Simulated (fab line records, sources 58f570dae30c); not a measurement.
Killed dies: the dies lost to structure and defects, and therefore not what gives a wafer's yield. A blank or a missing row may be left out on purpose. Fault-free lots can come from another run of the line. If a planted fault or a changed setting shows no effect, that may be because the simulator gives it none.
fab line records | flow berkeley-cmos170
record: lots: 5 wafers: 15 last-day: 13
route steps=331 shown NVT@113 PVT@115 GATE@125 FIELD@126 PLDD@145
lots that met no fault: taken from a fault-free run of the same line
start-h: hours from the record's opening day to when the first of the lot's shown wafers began | wait-h: hours from the lot's prior step to this one | " as in the row above | L1.1+2: several wafers, shown together as one row | - no value, or no start was given | * or withheld: withheld | < > ~ a bound
route shown NAME@n: NAME is a module with steps in the file, n the number in the route of the first one | usual: mean and standard deviation over wafers with no fault | same: alike in all rows | chamber/n: place in a boat | sites: per-site readings | _std_site: the values' standard deviation | _edge_site: outer sites' mean less inner sites' | radius-mm: how far each site lies from the wafer's centre | mask NAME#n: copy n | behind: the last tool/chamber to shape the wafer | hold: cause of the lot's hold/its duration in hours/its outcome | device: transistor that didn't switch, given as n, p or np | end of line: tests of these same wafers at the route's end | a step with no rows: only its recipe | killed: dies lost to structure and defects at the first sort, not the wafer's yield | map: per-die view of a wafer (x killed, . not killed, _ where there is no die)
set.NAME: the setting as run; set.NAME@STEP: as run at that earlier step | model.NAME: the simulator's own value behind a step, which no gauge read
lots at selected steps of the route; one table per step, one row per wafer
services: the hour from which a tool's chamber was out of use, counted from the record's first day as start-h (under 0 if before that day), plus the number of hours and why
== steps ==
step: UCB170_NVT_TW_MEAS_09
usual: NVT_TW: 522/5.6
columns lot.wafer tool chamber start-h wait-h NVT_TW
L077.2 film-metro-02 - 146.46 0.1 524
L077.3 " - " " 523
L077.4 " - " " 523
L081.2 film-metro-02 - 158.46 0.1 522
L081.3 " - " " 522
L081.5 " - " " 521
L089.1 film-metro-02 - 205.57 0.1 514
L089.4 " - " " 517
L089.6 " - " " 516
L090.1 film-metro-04 - 205.85 0.1 527
L090.2 " - " " 530
L090.3 " - " " 526
L096.2 film-metro-04 - 244.59 0.1 529
L096.3 " - " " 531
L096.6 " - " " 530
step: UCB170_NVT_CLEAN_10
recipe: chemistry: SPM temp-c: 120 time-s: 600
columns lot.wafer tool chamber start-h wait-h
L077.2+3+4 wet-bench-01 2 147.31 0.8
L081.2+3+5 wet-bench-04 1 159.86 1.4
L089.1+4+6 wet-bench-02 2 205.63 0.1
L090.1+2+3 wet-bench-04 3 205.91 0.1
L096.2+3+6 wet-bench-02 3 244.64 0.0
step: UCB170_PVT_HMDS_00
recipe: prime-time-s: 60 prime-temp-c: 100
usual: chill-plate-temp-C: 22.98/0.096
columns lot.wafer tool chamber start-h wait-h chill-plate-temp-C
L077.2 litho-track-04 0 147.51 0.0 23.14
L077.3 " 0 " " 23.03
L077.4 " 0 " " 23.06
L081.2 litho-track-01 0 160.07 0.0 22.94
L081.3 " 0 " " 22.94
L081.5 " 0 " " 23.08
L089.1 litho-track-01 0 206.66 0.9 23.07
L089.4 " 0 " " 23.03
L089.6 " 0 " " 23.00
L090.1 litho-track-04 0 206.90 0.8 23.14
L090.2 " 0 " " 22.96
L090.3 " 0 " " 23.04
L096.2 litho-track-01 0 245.49 0.5 22.91
L096.3 " 0 " " 22.93
L096.6 " 0 " " 23.06
step: UCB170_PVT_COAT_01
recipe: resist: KrF spin-rpm: 1500 resist-thk-nm: 900
usual: chill-plate-temp-C: 23.00/0.11 spin-speed-rpm: 1500.0/1.1
columns lot.wafer tool chamber start-h wait-h chill-plate-temp-C spin-speed-rpm
L077.2 litho-track-04 0 147.66 0.1 22.90 1501.2
L077.3 " 0 " " 22.87 1499.2
L077.4 " 0 " " 22.87 1501.8
L081.2 litho-track-01 0 160.22 0.1 23.19 1500.5
L081.3 " 0 " " 22.95 1500.5
L081.5 " 0 " " 23.03 1499.6
L089.1 litho-track-01 0 206.81 0.1 22.93 1502.3
L089.4 " 0 " " 22.96 1500.6
L089.6 " 0 " " 22.90 1500.0
L090.1 litho-track-04 0 207.05 0.1 23.14 1500.3
L090.2 " 0 " " 22.94 1500.8
L090.3 " 0 " " 22.99 1499.9
L096.2 litho-track-01 0 245.64 0.1 23.04 1500.1
L096.3 " 0 " " 22.92 1500.2
L096.6 " 0 " " 22.92 1500.5
step: UCB170_PVT_SOFTBAKE_02
recipe: resist: KrF temp-c: 130 time-s: 60
usual: chill-plate-temp-C: 23.01/0.099
columns lot.wafer tool chamber start-h wait-h chill-plate-temp-C
L077.2 litho-track-04 0 147.81 0.1 22.84
L077.3 " 0 " " 22.99
L077.4 " 0 " " 22.84
L081.2 litho-track-01 0 160.37 0.1 22.96
L081.3 " 0 " " 22.97
L081.5 " 0 " " 22.82
L089.1 litho-track-01 0 206.96 0.1 22.93
L089.4 " 0 " " 23.07
L089.6 " 0 " " 23.10
L090.1 litho-track-04 0 207.20 0.1 22.87
L090.2 " 0 " " 22.99
L090.3 " 0 " " 23.08
L096.2 litho-track-01 0 245.79 0.1 23.09
L096.3 " 0 " " 23.13
L096.6 " 0 " " 23.04
step: UCB170_PVT_EXPOSE_03
recipe: mask-id: NWELL target-cd-nm: 3000 na: 0.5 sigma-outer: 0.6 source-shape: conventional dose-mj: 30
usual: reticle-temp-C: 22.98/0.089
columns lot.wafer tool chamber start-h wait-h mask reticle-temp-C
L077.2 krf-scanner-01 0 148.08 0.2 NWELL#0 23.00
L077.3 " 0 " " NWELL#0 23.07
L077.4 " 0 " " NWELL#0 23.10
L081.2 krf-scanner-01 0 160.64 0.2 NWELL#0 22.71
L081.3 " 0 " " NWELL#0 22.89
L081.5 " 0 " " NWELL#0 22.81
L089.1 krf-scanner-01 0 207.11 0.1 NWELL#0 22.94
L089.4 " 0 " " NWELL#0 22.95
L089.6 " 0 " " NWELL#0 23.02
L090.1 krf-scanner-01 0 207.59 0.4 NWELL#0 22.99
L090.2 " 0 " " NWELL#0 23.02
L090.3 " 0 " " NWELL#0 23.04
L096.2 krf-scanner-02 0 245.94 0.1 NWELL#0 23.10
L096.3 " 0 " " NWELL#0 23.00
L096.6 " 0 " " NWELL#0 23.13
step: UCB170_PVT_PEB_04
recipe: peb-temp-c: 130 peb-time-s: withheld resist: KrF
usual: chill-plate-temp-C: 23.00/0.1
columns lot.wafer tool chamber start-h wait-h chill-plate-temp-C
L077.2 litho-track-04 0 148.21 0.1 23.02
L077.3 " 0 " " 22.85
L077.4 " 0 " " 23.03
L081.2 litho-track-03 0 160.93 0.3 22.92
L081.3 " 0 " " 22.88
L081.5 " 0 " " 22.85
L089.1 litho-track-04 0 207.80 0.7 22.97
L089.4 " 0 " " 22.99
L089.6 " 0 " " 22.96
L090.1 litho-track-03 0 207.94 0.3 23.07
L090.2 " 0 " " 23.03
L090.3 " 0 " " 23.10
L096.2 litho-track-03 0 246.50 0.5 23.22
L096.3 " 0 " " 23.15
L096.6 " 0 " " 23.07
step: UCB170_PVT_DEVELOP_05
recipe: developer: TMAH develop-time-s: 45 resist: KrF dev-temp-c: 21
usual: chill-plate-temp-C: 23.01/0.11
columns lot.wafer tool chamber start-h wait-h chill-plate-temp-C
L077.2 litho-track-04 0 - - 22.89
L077.3 " 0 " " 22.87
L077.4 " 0 " " 22.84
L081.2 litho-track-03 0 - - 23.12
L081.3 " 0 " " 23.31
L081.5 " 0 " " 23.06
L089.1 litho-track-04 0 - - 23.06
L089.4 " 0 " " 22.71
L089.6 " 0 " " 22.96
L090.1 litho-track-03 0 - - 22.92
L090.2 " 0 " " 22.86
L090.3 " 0 " " 22.88
L096.2 litho-track-03 0 - - 23.17
L096.3 " 0 " " 22.98
L096.6 " 0 " " 22.96
step: UCB170_PVT_OVL_MEAS_06
usual: PVT_OVL: -1/4.9
columns lot.wafer tool chamber start-h wait-h PVT_OVL[nm]
L077.2 overlay-01 - 148.46 - -8
L077.3 " - " " -7
L077.4 " - " " -4
L081.2 overlay-01 - 161.19 - -5
L081.3 " - " " -10
L081.5 " - " " 3
L089.1 overlay-01 - 208.08 - 5
L089.4 " - " " 6
L089.6 " - " " -1
L090.1 overlay-01 - 208.22 - -1
L090.2 " - " " 8
L090.3 " - " " 4
L096.2 overlay-02 - 246.75 - 1
L096.3 " - " " 1
L096.6 " - " " 1
step: UCB170_PVT_IMPLANT_07
recipe: species: P dose-cm2: 2e+12 energy-kev: 30 tilt-deg: 7
same: implant-ion-amu: 31
columns lot.wafer tool chamber start-h wait-h
L077.2+3+4 implanter-03 0 148.52 0.0
L081.2+3+5 implanter-04 0 161.25 0.0
L089.1+4+6 implanter-02 0 208.11 0.0
L090.1+2+3 implanter-02 0 208.26 0.0
L096.2+3+6 implanter-04 0 246.81 0.0
step: UCB170_PVT_STRIP_08
recipe: chemistry: O2 power-w: 400 pressure-mtorr: 3500 platen-temp-c: withheld o2-flow-sccm: 400 overash-fraction: 0.5
usual: drypump-motor-current-A: 5.8/0.47 oes-product-au: 0.734/0.0047 strip-time-to-endpoint-s: 21.61/0.056
columns lot.wafer tool chamber start-h wait-h drypump-motor-current-A oes-product-au rf-hours-counter-h strip-time-to-endpoint-s
L077.2 plasma-asher-04 1 148.64 0.1 5.7 0.732 31 21.52
L077.3 " 0 " " 5.9 0.734 - 21.64
L077.4 " 1 " " 5.7 0.728 - 21.58
L081.2 plasma-asher-02 0 161.37 0.1 6.4 0.732 49 21.57
L081.3 " 1 " " 5.5 0.741 - 21.62
L081.5 " 1 " " 5.5 0.736 - 21.62
L089.1 plasma-asher-04 1 208.26 0.1 5.7 0.737 37 21.65
L089.4 " 0 " " 5.9 0.737 - 21.62
L089.6 " 1 " " 5.7 0.731 - 21.59
L090.1 plasma-asher-02 0 208.41 0.1 6.4 0.733 54 21.58
L090.2 " 1 " " 5.5 0.738 54 21.50
L090.3 " 0 " " 6.4 0.727 - 21.53
L096.2 plasma-asher-02 0 246.93 0.1 6.4 0.733 59 21.57
L096.3 " 0 " " 6.4 0.720 - 21.58
L096.6 " 0 " " 6.4 0.730 - 21.45
step: UCB170_PVT_TW_MEAS_09
usual: PVT_TW: 509/4.1
columns lot.wafer tool chamber start-h wait-h PVT_TW
L077.2 film-metro-01 - 148.75 0.1 514
L077.3 " - " " 512
L077.4 " - " " 513
L081.2 film-metro-01 - 161.48 0.1 511
L081.3 " - " " 510
L081.5 " - " " 512
L089.1 film-metro-01 - 208.36 0.1 508
L089.4 " - " " 511
L089.6 " - " " 511
L090.1 film-metro-03 - 208.51 0.1 500
L090.2 " - " " 500
L090.3 " - " " 500
L096.2 film-metro-03 - 247.04 0.1 502
L096.3 " - " " 500
L096.6 " - " " 503
step: UCB170_GATE_WET_ETCH_00
recipe: chemistry: dHF dilution: 25:1 target: SiO2 temp-c: 25 time-s: 200
columns lot.wafer tool chamber start-h wait-h
L077.2+3+4 wet-bench-03 2 148.80 0.0
L081.2+3+5 wet-bench-03 0 161.53 0.0
L089.1+4+6 wet-bench-04 2 208.42 0.1
L090.1+2+3 wet-bench-01 2 208.57 0.1
L096.2+3+6 wet-bench-04 1 247.09 0.0
step: UCB170_FIELD_THK_MEAS_91
recipe: reads: SiO2_of_FIELD_OXIDATION_01
usual: FIELD_OXIDE_LEFT_2_THK: 349/11
columns lot.wafer tool chamber start-h wait-h FIELD_OXIDE_LEFT_2_THK[nm]
L077.2 film-metro-04 - 148.88 0.0 337
L077.3 " - " " 344
L077.4 " - " " 327
L081.2 film-metro-01 - 161.60 0.0 350
L081.3 " - " " 333
L081.5 " - " " 342
L089.1 film-metro-01 - 208.49 0.0 349
L089.4 " - " " 352
L089.6 " - " " 338
L090.1 film-metro-01 - 208.64 0.0 351
L090.2 " - " " 346
L090.3 " - " " 345
L096.2 film-metro-03 - 247.17 0.0 358
L096.3 " - " " 354
L096.6 " - " " 355
step: UCB170_GATE_OXIDATION_01
recipe: temp-c: 850 ambient: O2 target-thk-a: 66 ox-time-s: 1800
usual: spike-tc-source-C: 875/3.1
columns lot.wafer tool chamber start-h wait-h spike-tc-source-C
L077.2 furnace-04 0 154.58 5.7 874
L077.3 " 0 " " 874
L077.4 " 0 " " 871
L081.2 furnace-01 0 165.65 4.0 882
L081.3 " 0 " " 879
L081.5 " 0 " " 880
L089.1 furnace-04 0 211.16 2.7 874
L089.4 " 0 " " 872
L089.6 " 0 " " 872
L090.1 furnace-04 0 211.16 2.5 874
L090.2 " 0 " " 873
L090.3 " 0 " " 872
L096.2 furnace-02 0 251.32 4.1 875
L096.3 " 0 " " 876
L096.6 " 0 " " 876
step: UCB170_GATE_THK_MEAS_02
recipe: reads: SiO2_of_GATE_OXIDATION_01
usual: GATE_OXIDE_THK: 6.53/0.13
columns lot.wafer tool chamber start-h wait-h GATE_OXIDE_THK[nm]
L077.2 film-metro-02 - 156.09 0.0 6.45
L077.3 " - " " 6.55
L077.4 " - " " 6.41
L081.2 film-metro-04 - 167.16 0.0 6.81
L081.3 " - " " 6.85
L081.5 " - " " 6.89
L089.1 film-metro-02 - 212.66 0.0 6.47
L089.4 " - " " 6.36
L089.6 " - " " 6.38
L090.1 film-metro-02 - 212.72 0.1 6.56
L090.2 " - " " 6.61
L090.3 " - " " 6.69
L096.2 film-metro-04 - 252.83 0.0 6.50
L096.3 " - " " 6.57
L096.6 " - " " 6.52
step: UCB170_GATE_ANNEAL_03
recipe: temp-c: 900 time-s: 1800 ambient: N2
usual: spike-tc-source-C: 927.1/3
columns lot.wafer tool chamber start-h wait-h spike-tc-source-C
L077.2 furnace-02 0 160.72 4.6 925.4
L077.3 " 0 " " 925.2
L077.4 " 0 " " 924.8
L081.2 furnace-02 0 171.47 4.3 923.4
L081.3 " 0 " " 927.3
L081.5 " 0 " " 926.3
L089.1 furnace-01 0 214.99 2.3 929.5
L089.4 " 0 " " 930.6
L089.6 " 0 " " 929.8
L090.1 furnace-01 0 214.99 2.3 930.6
L090.2 " 0 " " 931.6
L090.3 " 0 " " 930.0
L096.2 furnace-02 0 255.42 2.6 925.3
L096.3 " 0 " " 926.8
L096.6 " 0 " " 923.7
step: UCB170_GATE_CVD_04
recipe: material: poly-Si temp-c: 610 precursor: SiH4 time-s: 1440 pressure-mtorr: 375 target-thk-nm: 214 sih4-flow-sccm: 120
usual: spike-tc-source-C: 631.0/1.6
columns lot.wafer tool chamber start-h wait-h spike-tc-source-C
L077.2 lpcvd-02 1 163.18 1.0 631.2
L077.3 " 1 " " 632.7
L077.4 " 1 " " 631.6
L081.2 lpcvd-02 0 173.52 0.6 631.2
L081.3 " 0 " " 631.6
L081.5 " 0 " " 631.1
L089.1 lpcvd-02 0 216.49 0.0 630.9
L089.4 " 0 " " 633.5
L089.6 " 0 " " 632.6
L090.1 lpcvd-02 0 216.49 0.0 632.6
L090.2 " 0 " " 631.8
L090.3 " 0 " " 631.9
L096.2 lpcvd-01 1 256.92 0.0 631.7
L096.3 " 1 " " 630.3
L096.6 " 1 " " 629.7
step: UCB170_GATE_THK_MEAS_05
recipe: reads: poly-Si_of_GATE_CVD_04
usual: GATE_POLY_THK: 214.8/1.5
columns lot.wafer tool chamber start-h wait-h GATE_POLY_THK[nm]
L077.2 film-metro-04 - 164.59 0.0 214.0
L077.3 " - " " 214.6
L077.4 " - " " 214.2
L081.2 film-metro-01 - 174.93 0.0 213.7
L081.3 " - " " 213.2
L081.5 " - " " 213.5
L089.1 film-metro-01 - 217.89 0.0 213.4
L089.4 " - " " 212.7
L089.6 " - " " 213.4
L090.1 film-metro-02 - 217.95 0.1 214.1
L090.2 " - " " 216.4
L090.3 " - " " 214.5
L096.2 film-metro-04 - 258.33 0.0 216.4
L096.3 " - " " 216.9
L096.6 " - " " 216.7
step: UCB170_GATE_COAT_06
recipe: resist: BARC temp-c: withheld time-s: withheld spin-rpm: 3000 resist-thk-nm: withheld
usual: chill-plate-temp-C: * spin-speed-rpm: 3000.4/2
columns lot.wafer tool chamber start-h wait-h chill-plate-temp-C spin-speed-rpm
L077.2 litho-track-02 0 164.66 0.1 * 3000.9
L077.3 " 0 " " * 3002.5
L077.4 " 0 " " * 3002.1
L081.2 litho-track-01 0 176.15 1.2 * 3000.8
L081.3 " 0 " " * 3000.1
L081.5 " 0 " " * 3005.1
L089.1 litho-track-03 0 218.04 0.1 * 3000.4
L089.4 " 0 " " * 3001.2
L089.6 " 0 " " * 3000.4
L090.1 litho-track-01 0 218.59 0.6 * 3004.1
L090.2 " 0 " " * 3000.4
L090.3 " 0 " " * 2997.8
L096.2 litho-track-01 0 258.40 0.1 * 3000.7
L096.3 " 0 " " * 3001.1
L096.6 " 0 " " * 3004.7
step: UCB170_GATE_COAT_07
recipe: resist: KrF spin-rpm: 1500 resist-thk-nm: 900
usual: chill-plate-temp-C: 23.01/0.13 spin-speed-rpm: 1500.1/0.97
columns lot.wafer tool chamber start-h wait-h chill-plate-temp-C spin-speed-rpm
L077.2 litho-track-02 0 - - 23.01 1501.0
L077.3 " 0 " " 23.20 1499.8
L077.4 " 0 " " 23.13 1500.5
L081.2 litho-track-01 0 - - 22.81 1498.1
L081.3 " 0 " " 22.89 1500.3
L081.5 " 0 " " 22.96 1498.9
L089.1 litho-track-03 0 - - 23.18 1498.7
L089.4 " 0 " " 23.12 1501.1
L089.6 " 0 " " 23.19 1500.6
L090.1 litho-track-01 0 - - 23.07 1498.9
L090.2 " 0 " " 23.06 1500.4
L090.3 " 0 " " 22.89 1500.4
L096.2 litho-track-01 0 - - 23.22 1501.4
L096.3 " 0 " " 23.34 1499.4
L096.6 " 0 " " 23.35 1500.7
step: UCB170_GATE_SOFTBAKE_08
recipe: resist: KrF temp-c: 130 time-s: 60
usual: chill-plate-temp-C: 23.01/0.12
columns lot.wafer tool chamber start-h wait-h chill-plate-temp-C
L077.2 litho-track-02 0 - - 22.90
L077.3 " 0 " " 22.98
L077.4 " 0 " " 23.09
L081.2 litho-track-01 0 - - 22.96
L081.3 " 0 " " 23.02
L081.5 " 0 " " 22.81
L089.1 litho-track-03 0 - - 23.07
L089.4 " 0 " " 23.06
L089.6 " 0 " " 23.06
L090.1 litho-track-01 0 - - 23.07
L090.2 " 0 " " 23.15
L090.3 " 0 " " 23.13
L096.2 litho-track-01 0 - - 23.08
L096.3 " 0 " " 23.05
L096.6 " 0 " " 23.10
step: UCB170_GATE_EXPOSE_09
recipe: mask-id: POLY target-cd-nm: 350 na: 0.5 sigma-outer: 0.6 source-shape: conventional dose-mj: 21
usual: reticle-temp-C: 23.01/0.12
columns lot.wafer tool chamber start-h wait-h mask reticle-temp-C
L077.2 krf-scanner-02 0 165.23 - POLY#0 22.92
L077.3 " 0 " " POLY#0 23.09
L077.4 " 0 " " POLY#0 22.90
L081.2 krf-scanner-01 0 - - POLY#0 23.26
L081.3 " 0 " " POLY#0 23.13
L081.5 " 0 " " POLY#0 23.23
L089.1 krf-scanner-01 0 218.49 - POLY#0 23.02
L089.4 " 0 " " POLY#0 23.12
L089.6 " 0 " " POLY#0 23.12
L090.1 krf-scanner-01 0 219.30 - POLY#0 22.86
L090.2 " 0 " " POLY#0 22.88
L090.3 " 0 " " POLY#0 22.88
L096.2 krf-scanner-02 0 258.85 - POLY#0 23.11
L096.3 " 0 " " POLY#0 23.00
L096.6 " 0 " " POLY#0 22.99
step: UCB170_GATE_PEB_10
recipe: peb-temp-c: 130 peb-time-s: withheld resist: KrF
usual: chill-plate-temp-C: 23.00/0.11
columns lot.wafer tool chamber start-h wait-h chill-plate-temp-C
L077.2 litho-track-01 0 165.35 0.1 22.95
L077.3 " 0 " " 22.98
L077.4 " 0 " " 22.86
L081.2 litho-track-01 0 - - 23.10
L081.3 " 0 " " 22.87
L081.5 " 0 " " 22.98
L089.1 litho-track-01 0 219.31 0.8 22.92
L089.4 " 0 " " 22.90
L089.6 " 0 " " 22.99
L090.1 litho-track-02 0 219.66 0.3 22.95
L090.2 " 0 " " 23.10
L090.3 " 0 " " 23.14
L096.2 litho-track-01 0 258.97 0.1 23.36
L096.3 " 0 " " 23.21
L096.6 " 0 " " 23.15
step: UCB170_GATE_DEVELOP_11
recipe: developer: TMAH develop-time-s: 45 resist: KrF dev-temp-c: 21
usual: chill-plate-temp-C: 22.99/0.11
columns lot.wafer tool chamber start-h wait-h chill-plate-temp-C
L077.2 litho-track-01 0 - - 23.05
L077.3 " 0 " " 22.92
L077.4 " 0 " " 22.96
L081.2 litho-track-01 0 - - 22.99
L081.3 " 0 " " 23.13
L081.5 " 0 " " 22.81
L089.1 litho-track-01 0 - - 22.85
L089.4 " 0 " " 22.75
L089.6 " 0 " " 22.96
L090.1 litho-track-02 0 - - 22.97
L090.2 " 0 " " 23.03
L090.3 " 0 " " 23.00
L096.2 litho-track-01 0 - - 22.93
L096.3 " 0 " " 22.89
L096.6 " 0 " " 22.81
step: UCB170_GATE_CD_MEAS_12
recipe: target-cd-nm: 350
usual: cd-nm: 349.9/1.4
columns lot.wafer tool chamber start-h wait-h cd-nm
L077.2 cd-sem-02 - 165.62 - 350.7
L077.3 " - " " 352.2
L077.4 " - " " 350.4
L081.2 cd-sem-02 - 178.09 - 350.8
L081.3 " - " " 351.2
L081.5 " - " " 351.0
L089.1 cd-sem-01 - 219.59 - 349.4
L089.4 " - " " 348.5
L089.6 " - " " 349.6
L090.1 cd-sem-02 - 219.98 - 349.7
L090.2 " - " " 352.3
L090.3 " - " " 350.1
L096.2 cd-sem-01 - 259.24 - 347.2
L096.3 " - " " 346.8
L096.6 " - " " 346.6
step: UCB170_GATE_OVL_MEAS_13
usual: GATE_OVL: 1/5.3
columns lot.wafer tool chamber start-h wait-h GATE_OVL[nm]
L077.2 overlay-01 - 165.73 0.1 6
L077.3 " - " " 2
L077.4 " - " " 5
L081.2 overlay-01 - 178.20 0.1 -3
L081.3 " - " " -3
L081.5 " - " " -6
L089.1 overlay-02 - 219.71 0.1 6
L089.4 " - " " 4
L089.6 " - " " 6
L090.1 overlay-02 - 220.10 0.1 9
L090.2 " - " " 2
L090.3 " - " " 2
L096.2 overlay-02 - 259.35 0.1 2
L096.3 " - " " -5
L096.6 " - " " -3
step: UCB170_GATE_ETCH_14
recipe: chemistry: N2/H2 target-depth-a: withheld overetch-a: withheld target: BARC time-s: withheld source-w: 500 bias-w: 100 pressure-mtorr: 30 n2-flow-sccm: 100 h2-flow-sccm: 200
usual: drypump-motor-current-A: 5.8/0.41 oes-product-au: 1.001/0.018 throttle-valve-pct: 13.30/0.19
columns lot.wafer tool chamber start-h wait-h drypump-motor-current-A oes-product-au throttle-valve-pct
L077.2 rie-diel-03 2 165.76 0.0 5.6 1.027 13.25
L077.3 " 0 " " 6.1 0.989 13.31
L077.4 " 0 " " 6.1 0.982 13.31
L081.2 rie-diel-01 0 178.23 0.0 6.4 0.995 13.23
L081.3 " 3 " " 5.8 0.983 13.61
L081.5 " 0 " " 6.4 1.007 13.23
L089.1 rie-diel-02 1 219.74 0.0 6.3 1.001 13.24
L089.4 " 0 " " 5.7 1.016 13.24
L089.6 " 3 " " 5.3 0.983 13.23
L090.1 rie-diel-02 1 220.14 0.0 6.3 1.015 13.25
L090.2 " 3 " " 5.3 0.981 13.23
L090.3 " 0 " " 5.7 1.017 13.25
L096.2 rie-diel-01 2 259.38 0.0 6.1 0.982 13.09
L096.3 " 1 " " 5.5 1.021 13.22
L096.6 " 2 " " 6.1 0.979 13.10
step: UCB170_GATE_ETCH_15
recipe: chemistry: HBr/Cl2 target: poly-Si stop-on: SiO2 over-etch-frac: 0.3 icp-w: 300 bias-w: 150 time-s: 56.3 pressure-mtorr: 15 HBr_flow_sccm: 150 Cl2_flow_sccm: 50 target-depth-a: 2782
usual: drypump-motor-current-A: 5.8/0.39 oes-product-au: 0.830/0.012 throttle-valve-pct: 26.41/0.18
same: over-etch-frac: 0.3
columns lot.wafer tool chamber start-h wait-h drypump-motor-current-A oes-product-au rf-hours-counter-h throttle-valve-pct
L077.2 rie-si-01 0 165.80 - 6.0 0.805 8 26.73
L077.3 " 2 " " 5.5 0.825 4 26.33
L077.4 " 3 " " 6.2 0.827 31 26.46
L081.2 rie-si-02 1 178.27 - 5.3 0.837 109 26.07
L081.3 " 0 " " 5.7 0.821 49 26.46
L081.5 " 1 " " 5.3 0.830 - 26.06
L089.1 rie-si-02 2 219.78 - 5.6 0.822 49 26.55
L089.4 " 1 " " 5.3 0.825 109 26.09
L089.6 " 0 " " 5.7 0.827 - 26.46
L090.1 rie-si-02 1 220.18 - 5.3 0.828 109 26.09
L090.2 " 2 " " 5.6 0.824 50 26.55
L090.3 " 0 " " 5.7 0.827 50 26.47
L096.2 rie-si-01 3 259.42 - 6.3 0.843 32 26.45
L096.3 " 1 " " 5.9 0.835 48 26.31
L096.6 " 0 " " 6.0 0.818 - 26.74
step: UCB170_GATE_STRIP_16
recipe: chemistry: O2 power-w: 400 pressure-mtorr: 3500 platen-temp-c: withheld o2-flow-sccm: 400 overash-fraction: 0.5
usual: drypump-motor-current-A: 5.6/0.44 oes-product-au: 0.725/0.0044
columns lot.wafer tool chamber start-h wait-h drypump-motor-current-A oes-product-au rf-hours-counter-h
L077.2 plasma-asher-01 1 165.85 0.0 6.1 0.726 5
L077.3 " 0 " " 5.0 0.722 -
L077.4 " 1 " " 6.2 0.720 -
L081.2 plasma-asher-04 0 178.32 0.0 5.9 0.718 34
L081.3 " 0 " " 5.9 0.729 -
L081.5 " 0 " " 5.8 0.737 -
L089.1 plasma-asher-01 1 219.83 0.0 6.2 0.718 11
L089.4 " 0 " " 4.9 0.726 -
L089.6 " 1 " " 6.2 0.720 -
L090.1 plasma-asher-01 1 220.23 0.0 6.1 0.727 11
L090.2 " 0 " " 5.0 0.725 11
L090.3 " 1 " " 6.2 0.724 -
L096.2 plasma-asher-04 0 259.47 0.0 5.9 0.724 44
L096.3 " 0 " " 5.9 0.723 -
L096.6 " 0 " " 5.9 0.721 -
step: UCB170_GATE_CD_MEAS_90
recipe: target-cd-nm: 350
usual: cd-nm: 349.7/1.3
columns lot.wafer tool chamber start-h wait-h cd-nm
L077.2 cd-sem-02 - 165.97 0.1 349.8
L077.3 " - " " 351.7
L077.4 " - " " 349.7
L081.2 cd-sem-01 - 178.44 0.1 350.3
L081.3 " - " " 350.9
L081.5 " - " " 350.9
L089.1 cd-sem-01 - 219.95 0.1 350.2
L089.4 " - " " 348.1
L089.6 " - " " 350.0
L090.1 cd-sem-01 - 220.33 0.1 350.1
L090.2 " - " " 352.3
L090.3 " - " " 350.0
L096.2 cd-sem-02 - 259.59 0.1 347.7
L096.3 " - " " 347.1
L096.6 " - " " 347.2
step: UCB170_GATE_CLEAN_17
recipe: chemistry: SPM temp-c: 120 time-s: 600
columns lot.wafer tool chamber start-h wait-h
L077.2+3+4 wet-bench-03 0 166.07 0.1
L081.2+3+5 wet-bench-03 1 178.56 0.1
L089.1+4+6 wet-bench-04 0 220.07 0.1
L090.1+2+3 wet-bench-04 0 220.86 0.5
L096.2+3+6 wet-bench-04 0 259.69 0.1
step: UCB170_PLDD_HMDS_00
recipe: prime-time-s: 60 prime-temp-c: 100
usual: chill-plate-temp-C: 23.01/0.1
columns lot.wafer tool chamber start-h wait-h chill-plate-temp-C
L077.2 litho-track-03 0 166.27 0.0 23.19
L077.3 " 0 " " 23.18
L077.4 " 0 " " 23.02
L081.2 litho-track-03 0 178.76 0.0 22.81
L081.3 " 0 " " 23.03
L081.5 " 0 " " 22.89
L089.1 litho-track-03 0 220.26 0.0 23.17
L089.4 " 0 " " 22.99
L089.6 " 0 " " 22.91
L090.1 litho-track-04 0 221.22 0.2 23.00
L090.2 " 0 " " 23.01
L090.3 " 0 " " 22.95
L096.2 litho-track-04 0 259.90 0.0 23.16
L096.3 " 0 " " 23.12
L096.6 " 0 " " 22.95
step: UCB170_PLDD_COAT_01
recipe: resist: KrF spin-rpm: 1500 resist-thk-nm: 900
usual: chill-plate-temp-C: 22.99/0.11 spin-speed-rpm: 1500.2/0.91
columns lot.wafer tool chamber start-h wait-h chill-plate-temp-C spin-speed-rpm
L077.2 litho-track-03 0 166.42 0.1 22.80 1499.9
L077.3 " 0 " " 22.86 1501.5
L077.4 " 0 " " 22.97 1499.5
L081.2 litho-track-03 0 178.91 0.1 23.13 1500.9
L081.3 " 0 " " 22.77 1500.6
L081.5 " 0 " " 23.00 1498.6
L089.1 litho-track-03 0 220.41 0.1 22.66 1501.3
L089.4 " 0 " " 22.93 1500.4
L089.6 " 0 " " 23.11 1499.2
L090.1 litho-track-04 0 221.37 0.1 22.90 1500.8
L090.2 " 0 " " 22.89 1501.2
L090.3 " 0 " " 22.87 1499.7
L096.2 litho-track-04 0 260.05 0.1 23.06 1500.8
L096.3 " 0 " " 23.02 1500.2
L096.6 " 0 " " 23.13 1500.7
step: UCB170_PLDD_SOFTBAKE_02
recipe: resist: KrF temp-c: 130 time-s: 60
usual: chill-plate-temp-C: 22.99/0.11
columns lot.wafer tool chamber start-h wait-h chill-plate-temp-C
L077.2 litho-track-03 0 166.57 0.1 22.90
L077.3 " 0 " " 23.01
L077.4 " 0 " " 22.75
L081.2 litho-track-03 0 179.06 0.1 23.29
L081.3 " 0 " " 23.12
L081.5 " 0 " " 23.04
L089.1 litho-track-03 0 220.56 0.1 22.98
L089.4 " 0 " " 23.10
L089.6 " 0 " " 23.03
L090.1 litho-track-04 0 221.52 0.1 23.05
L090.2 " 0 " " 23.11
L090.3 " 0 " " 22.97
L096.2 litho-track-04 0 260.20 0.1 22.99
L096.3 " 0 " " 23.05
L096.6 " 0 " " 22.79
== services ==
columns tool chamber start-h hours kind
furnace-02 - 129.81 3.7 pm
rie-si-01 2 130.56 1.5 repair
krf-scanner-02 - 131.96 0.8 pm
krf-scanner-01 - 132.71 1.3 pm
furnace-02 - 138.03 3.8 pm
krf-scanner-01 - 148.75 1.0 pm
rie-diel-02 - 160.83 2.8 pm
rie-diel-02 1 177.24 5.4 repair
rie-diel-01 0 179.31 13.0 repair
implanter-02 - 179.57 3.3 repair
furnace-01 - 182.83 5.0 pm
rie-diel-02 2 198.19 4.1 repair
krf-scanner-01 - 204.90 0.7 repair
implanter-02 - 209.96 3.6 pm
rie-diel-01 0 212.30 6.2 repair
rie-diel-02 2 213.36 10.0 repair
rie-si-01 - 216.97 15.6 pm
plasma-asher-01 - 225.74 1.4 repair
furnace-01 - 230.76 2.7 pm
lpcvd-02 - 232.13 0.6 repair
furnace-04 - 233.48 3.7 pm
plasma-asher-02 - 248.09 2.1 repair
krf-scanner-01 - 252.53 0.8 pm
furnace-01 - 255.81 26.3 repair
== key ==
fault none
